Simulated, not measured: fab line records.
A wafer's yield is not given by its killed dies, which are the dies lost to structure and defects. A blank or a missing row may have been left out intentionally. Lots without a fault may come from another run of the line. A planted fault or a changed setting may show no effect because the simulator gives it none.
Which of the tools did it?    flow berkeleyCmos170    15 lots with 45 wafers sampled at 5 steps, on a route of 331 steps

WHAT THE GAUGES READ, wafer by wafer
UCB170_START_THK_MEAS_03. Usual: START_OXIDE_THK 19.8 nm, standard deviation 0.3.
lot   measured     on            START_OXIDE_THK (nm)  flag
L872  day 1 15:04  filmMetro-02  20.5 20.5 20.6        
L874  day 1 23:40  filmMetro-02  19.2 19.2 19.2        
L876  day 2 09:01  filmMetro-02  20.1 19.9 19.9        
L877  day 2 14:36  filmMetro-01  20.1 20.2 19.7        
L878  day 2 18:59  filmMetro-02  20.2 20.0 19.8        
L879  day 3 03:23  filmMetro-01  19.2 19.2 19.2        
L880  day 3 06:13  filmMetro-02  19.8 19.8 20.1        
L881  day 3 11:14  filmMetro-04  19.6 20.1 19.6        
L885  day 4 05:41  filmMetro-04  19.5 19.5 19.9        
L886  day 4 12:10  filmMetro-02  19.9 20.2 19.9        
L887  day 4 17:34  filmMetro-02  20.2 20.4 20.0        
L888  day 4 22:46  filmMetro-04  19.8 19.9 20.2        
L890  day 5 06:42  filmMetro-01  19.9 19.6 19.5        
L892  day 5 19:16  filmMetro-01  19.5 19.8 19.7        
L893  day 5 23:22  filmMetro-02  19.5 19.2 19.3        

UCB170_ACTIVE_CD_MEAS_13 targets a cd of 1200 nm. Usual: cdNm at 1199.9 nm, with a standard deviation of 1.4.
lot   measured     on        cdNm (nm)             flag
L872  day 3 21:02  cdSem-02  1201.2 1200.9 1202.3  
L874  day 4 13:32  cdSem-01  1199.5 1198.0 1199.6  
L876  day 5 03:55  cdSem-01  1200.5 1200.0 1199.5  
L877  day 5 03:52  cdSem-02  1200.4 1202.8 1203.2  
L878  day 5 07:55  cdSem-02  1199.2 1200.6 1198.9  
L879  day 5 12:16  cdSem-01  1200.2 1198.7 1199.8  
L880  day 5 17:50  cdSem-02  1199.6 1197.9 1198.5  
L881  day 5 22:37  cdSem-02  1200.5 1199.1 1198.5  
L885  day 6 11:07  cdSem-02  1201.1 1200.9 1199.3  
L886  day 7 04:46  cdSem-02  1201.9 1202.2 1202.7  
L887  day 7 11:09  cdSem-01  1198.3 1197.6 1197.5  
L888  day 7 18:09  cdSem-02  1200.1 1200.3 1199.1  
L890  day 7 18:01  cdSem-01  1203.3 1201.2 1201.8  
L892  day 8 09:40  cdSem-02  1199.7 1199.4 1200.5  
L893  day 8 09:56  cdSem-01  1200.5 1199.7 1199.1  

UCB170_PFIELD_OVL_MEAS_06. Usual: PFIELD_OVL 3 nm, standard deviation 5.1.
lot   measured     on          PFIELD_OVL (nm)  flag
L872  day 4 02:00  overlay-01  3 -1 -4          
L874  day 4 17:40  overlay-01  -6 0 -7          
L876  day 5 07:23  overlay-02  0 3 5            
L877  day 5 07:20  overlay-01  3 -2 4           
L878  day 5 11:11  overlay-01  -6 -3 0          
L879  day 5 14:58  overlay-01  13 7 5           
L880  day 5 19:27  overlay-01  12 10 20         
L881  day 6 02:50  overlay-01  7 1 -2           
L885  day 6 14:15  overlay-02  5 1 9            
L886  day 7 06:26  overlay-02  -1 3 3           
L887  day 7 17:10  overlay-01  2 -9 2           
L888  day 7 22:10  overlay-02  4 -2 3           
L890  day 7 21:57  overlay-01  2 3 -1           
L892  day 8 14:45  overlay-02  7 0 -1           
L893  day 8 14:56  overlay-02  12 5 7           

UCB170_CONTACT_OVL_MEAS_16. Usual: CONTACT_OVL -3 nm, standard deviation 6.9.
lot   measured      on          CONTACT_OVL (nm)  flag
L872  day 6 19:44   overlay-02  -15 -11 -12       
L874  day 7 10:29   overlay-02  -5 -8 -6          
L876  day 7 16:06   overlay-01  3 8 7             
L877  day 7 15:49   overlay-01  2 -1 4            
L878  day 8 04:10   overlay-01  2 -4 -15          
L879  day 8 14:30   overlay-02  -8 -8 -13         
L880  day 8 14:47   overlay-02  -9 -4 1           
L881  day 8 17:41   overlay-02  -9 0 -4           
L885  day 9 02:52   overlay-01  -1 1 -2           
L886  day 9 22:23   overlay-02  6 5 2             
L887  day 10 02:00  overlay-01  262 247 253       OFF
L888  day 10 08:37  overlay-01  -1 4 -6           
L890  day 10 08:43  overlay-02  261 252 259       OFF
L892  day 11 09:19  overlay-01  246 252 253       OFF
L893  day 11 10:30  overlay-01  -6 -3 -2          

EACH LOT AND THE TOOL THAT RAN IT (in order: tool; ch and the chambers of the sampled wafers; start)
lot   UCB170_CONTACT_EXPOSE_12
L872  krfScanner-02 ch 0, day 6 19:13
L874  krfScanner-02 ch 0, day 7 09:20
L876  krfScanner-01 ch 0, day 7 15:34
L877  krfScanner-02 ch 0, day 7 15:17
L878  krfScanner-02 ch 0, day 8 03:22
L879  krfScanner-02 ch 0, day 8 13:32
L880  krfScanner-02 ch 0, day 8 13:39
L881  krfScanner-02 ch 0, day 8 17:11
L885  krfScanner-02 ch 0, day 9 02:20
L886  krfScanner-01 ch 0, day 9 21:48
L887  krfScanner-02 ch 0, day 10 01:17
L888  krfScanner-01 ch 0, day 10 07:53
L890  krfScanner-02 ch 0, day 10 08:10
L892  krfScanner-02 ch 0, day 11 08:50
L893  krfScanner-01 ch 0, day 11 10:01
- UCB170_CONTACT_EXPOSE_12: exposes mask CONT, target cd 700 nm.

AS READ BY THE TOOLS THEMSELVES (means over the sampled wafers that have a number; for cases with no such wafer, the mark the record gives instead)
UCB170_CONTACT_EXPOSE_12. Usual: reticleTempC at 23.00 C, with a standard deviation of 0.097.
lot   tool           reticleTempC (C)  flag
L872  krfScanner-02  23.16             
L874  krfScanner-02  23.00             
L876  krfScanner-01  22.96             
L877  krfScanner-02  22.97             
L878  krfScanner-02  23.05             
L879  krfScanner-02  23.05             
L880  krfScanner-02  23.03             
L881  krfScanner-02  22.99             
L885  krfScanner-02  22.98             
L886  krfScanner-01  23.02             
L887  krfScanner-02  23.04             
L888  krfScanner-01  23.07             
L890  krfScanner-02  23.06             
L892  krfScanner-02  23.00             
L893  krfScanner-01  23.10             

THE ANSWER, worked out from the rows above alone
Rule: lot off if the mean of its wafers having a number is beyond 3 standard deviations from the usual mean. Also off: a lot with no number at a reading for which 4 or more lots have one. Where the step has rows for the other lots, those lots are counted as sound. After the gauges, taken in route order, come the tools' own readings; for these a lot's mean is taken, as printed above. At the first step where some lot is off, the reading lying furthest off is the one used; lots without a number count as furthest.
Off: L887, L890, L892, at UCB170_CONTACT_OVL_MEAS_16 (CONTACT_OVL).
A tool fits if, at a process step before that reading, it ran every lot that is off, and no sound lot after the first of them. The gauges at UCB170_CONTACT_OVL_MEAS_16 are tried like those tools. One fits: krfScanner-02 at UCB170_CONTACT_EXPOSE_12. Its last sound lot is L885 (day 9 02:20), its first lot that is off L887 (day 10 01:17): a fault that began between those two fits.

WHAT THE SIMULATOR HAD INSERTED
Scanner matching overlay: krfScanner-02, from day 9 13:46 on, at UCB170_CONTACT_EXPOSE_12. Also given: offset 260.
Shown lots that were struck: L887, L890, L892. Same finding as the rule above.
